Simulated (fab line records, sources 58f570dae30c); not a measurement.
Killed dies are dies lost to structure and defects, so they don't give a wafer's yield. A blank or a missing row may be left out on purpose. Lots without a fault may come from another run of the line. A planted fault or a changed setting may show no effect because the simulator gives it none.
Problem report in the 8D (eight disciplines) form, filled by code | flow berkeley_cmos170 | the parts of the form that need people (team, actions taken, sign-off) are left out

1. THE PROBLEM
NLDD_TW at UCB170_NLDD_TW_MEAS_11 reads a mean of 2116 on 6 wafers of 2 lots; wafers without a fault read 2218 with a standard deviation of 17. That is -6.0 standard deviations from the usual mean.
First seen on wafer L265.4, day 8 19:48, on film_metro-01. The record holds 42 wafers of 14 lots with a number at this step. Rule for "out", or "out of limits": more than 4 standard deviations from the usual mean. The other wafers with a number count as sound.

2. WHAT IT IS AND WHAT IT IS NOT
question                    | is                     | is not
which readings at this step | NLDD_TW                | -
which lots                  | L265, L268             | L258, L260, L261, L262, L263, L264, L266, L274, L275, L277, L278, L279
which wafers of those lots  | all that have a number | -
read on which gauges        | film_metro-01          | film_metro-02, film_metro-04
when                        | from day 8 19:48       | up to then (18 sound wafers); but 18 sound wafers of L266, L274, L275, L277, L278, L279 came after

3. SUSPECTS, AND WHAT RULES EACH OUT
Counting: a tool at a process step up to the reading stays a suspect if it ran every lot that is out and no sound lot after the first of them.
- the gauge at UCB170_NLDD_TW_MEAS_11: ruled out. All the wafers that are out were read on film_metro-01, but those of them that UCB170_NLDD_IMPLANT_09 has rows for are out there too, on other tools.
- implanter-01 at UCB170_NLDD_IMPLANT_09: kept. It ran every lot that is out, first L265 (day 8 19:36), and no sound lot after that; its last sound lot up to then is L263 (day 8 04:04). Its own readings are out on those wafers: tilt_deg.
Left after counting: implanter-01 at UCB170_NLDD_IMPLANT_09.

4. THE CAUSE (what the simulator had put in)
Process parameter drift: implanter-01, from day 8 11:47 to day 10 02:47, at UCB170_NLDD_IMPLANT_09. Setting tilt_deg, moved by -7, from 7. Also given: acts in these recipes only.
Counting left only this tool.

5. THE CHAIN OF EFFECTS, in route order
Each row: a reading whose mean over the struck wafers that have a number lies more than 3 standard deviations from the usual. Only readings for which the record gives a usual standard deviation are gone through. hours: the time from each lot's start at the first step in this table that gives one to its start at this step, as a median over the lots. sigmas: the change in usual standard deviations.
hours | step                       | reading  | usual         | on struck wafers | change | sigmas
0     | UCB170_NLDD_IMPLANT_09     | tilt_deg | 6.999 degrees | -0.007           | -7.006 | -99 or more
0     | UCB170_NLDD_TW_MEAS_11     | NLDD_TW  | 2218          | 2116             | -102   | -6.0
10    | UCB170_SDANNEAL_RS_MEAS_05 | NLDD_RS  | 616.7 ohm/sq  | 538.3            | -78.4  | -44
The process steps in it:
- UCB170_NLDD_IMPLANT_09

6. WHAT WOULD HAVE CAUGHT IT SOONER
In this record the first reading out of limits at a measuring or inspecting step was taken at day 8 19:48, 8 hours after the fault began at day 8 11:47.
The tool's own readings at UCB170_NLDD_IMPLANT_09 were out on every struck wafer that the step has a row for (tilt_deg): an alarm limit on them would have fired on the first of those.
Of the lots that are out (2), L268 began UCB170_NLDD_IMPLANT_09 on implanter-01 after day 8 19:48. A hold on the tool at that time would have spared it.
